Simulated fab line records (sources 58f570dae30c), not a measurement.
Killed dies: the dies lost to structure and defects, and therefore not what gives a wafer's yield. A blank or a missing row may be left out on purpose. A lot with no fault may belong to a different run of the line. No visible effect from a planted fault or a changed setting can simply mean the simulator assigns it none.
Split-lot study | flow berkeley_cmos170 | 23 wafers read from 5 lots, route of 331 steps

## THE SPLIT ITSELF
At UCB170_PWELL_IMPLANT_15, the setting energy_kev was moved away from the recipe's 60 on 9 of the 23 wafers read, by +1.6% to +5.5%. This setting was run at the recipe's value on the other wafers.

The reading comes from the split's own step.

## THE READING
In nm, at UCB170_PWELL_IMPLANT_15: implant.drp_nm, which is the simulator's own figure and was read by no gauge. The file does not state a usual value for it.

wafer  | tool, chamber at the split | energy_kev as run | against the recipe | implant.drp_nm, nm | against lot-mates on the recipe
L074.1 | implanter-03, 0            | 60                | recipe             | 64.7               | -
L074.2 | implanter-03, 0            | 60                | recipe             | 64.7               | -
L074.4 | implanter-03, 0            | 63.29             | +5.5%              | 66.53              | +1.83
L074.5 | implanter-03, 0            | 63.29             | +5.5%              | 66.53              | +1.83
L074.6 | implanter-03, 0            | 63.29             | +5.5%              | 66.53              | +1.83
L076.1 | implanter-02, 0            | 60                | recipe             | 64.7               | -
L076.3 | implanter-02, 0            | 60                | recipe             | 64.7               | -
L076.4 | implanter-02, 0            | 60                | recipe             | 64.7               | -
L076.5 | implanter-02, 0            | 60                | recipe             | 64.7               | -
L076.6 | implanter-02, 0            | 60                | recipe             | 64.7               | -
L082.1 | implanter-03, 0            | 62.27             | +3.8%              | 65.97              | +1.27
L082.2 | implanter-03, 0            | 62.27             | +3.8%              | 65.97              | +1.27
L082.6 | implanter-03, 0            | 62.27             | +3.8%              | 65.97              | +1.27
L082.4 | implanter-03, 0            | 60                | recipe             | 64.7               | -
L082.5 | implanter-03, 0            | 60                | recipe             | 64.7               | -
L083.1 | implanter-03, 0            | 60                | recipe             | 64.7               | -
L083.5 | implanter-03, 0            | 60                | recipe             | 64.7               | -
L083.6 | implanter-03, 0            | 60                | recipe             | 64.7               | -
L084.1 | implanter-02, 0            | 60.96             | +1.6%              | 65.24              | +0.54
L084.2 | implanter-02, 0            | 60.96             | +1.6%              | 65.24              | +0.54
L084.6 | implanter-02, 0            | 60.96             | +1.6%              | 65.24              | +0.54
L084.3 | implanter-02, 0            | 60                | recipe             | 64.7               | -
L084.4 | implanter-02, 0            | 60                | recipe             | 64.7               | -

FIT RESULTS
A straight line over all 23 wafers: implant.drp_nm changes by +0.334 nm for each +1% of energy_kev; r = +1.00; the points scatter about the line by 0.0028 nm.
The same after taking each lot's own level away (the mean of its wafers on the recipe; 23 wafers): +0.334 nm for each +1%; r = +1.00; scatter 0.0028 nm.
The reading moves by 1.8 nm for the largest change in energy_kev, on that fit.
The lots' own levels span 64.700 to 64.700 nm.
Consequently the slope shifts little with the lot-to-lot level, the two slopes agreeing.
Check: +1.84 nm against its lot-mates is what the line predicts for one of the wafers moved furthest among these (+5.5%) when that wafer is left out of the fit. Against them it came out at +1.83 nm.

## THESE WAFERS: OTHER SPLITS
Before the reading, these wafers also passed through other splits. Each is held against what the fit with the lots' levels taken away leaves over:
other split on the same wafers   | wafers away from the commonest value | r with implant.drp_nm (lot level and that fit taken away)
UCB170_START_OXIDATION_02 temp_c | 10                                   | -0.18

## THE WHOLE CHAIN: every reading that the file lists as answering this split, in the file's order
step                    | what it does | reading                                                         | change (the file's fit)               | r (the file's)
UCB170_PWELL_IMPLANT_15 |              | implant.rp_nm (the simulator's own value, which no gauge read)  | +2.38 nm for each +1% of the setting  | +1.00
UCB170_PWELL_IMPLANT_15 |              | implant.drp_nm (the simulator's own value, which no gauge read) | +0.336 nm for each +1% of the setting | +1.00

## FILE'S OWN FIT
implant.drp_nm changes by +0.336 nm for each +1% of energy_kev, r = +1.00.
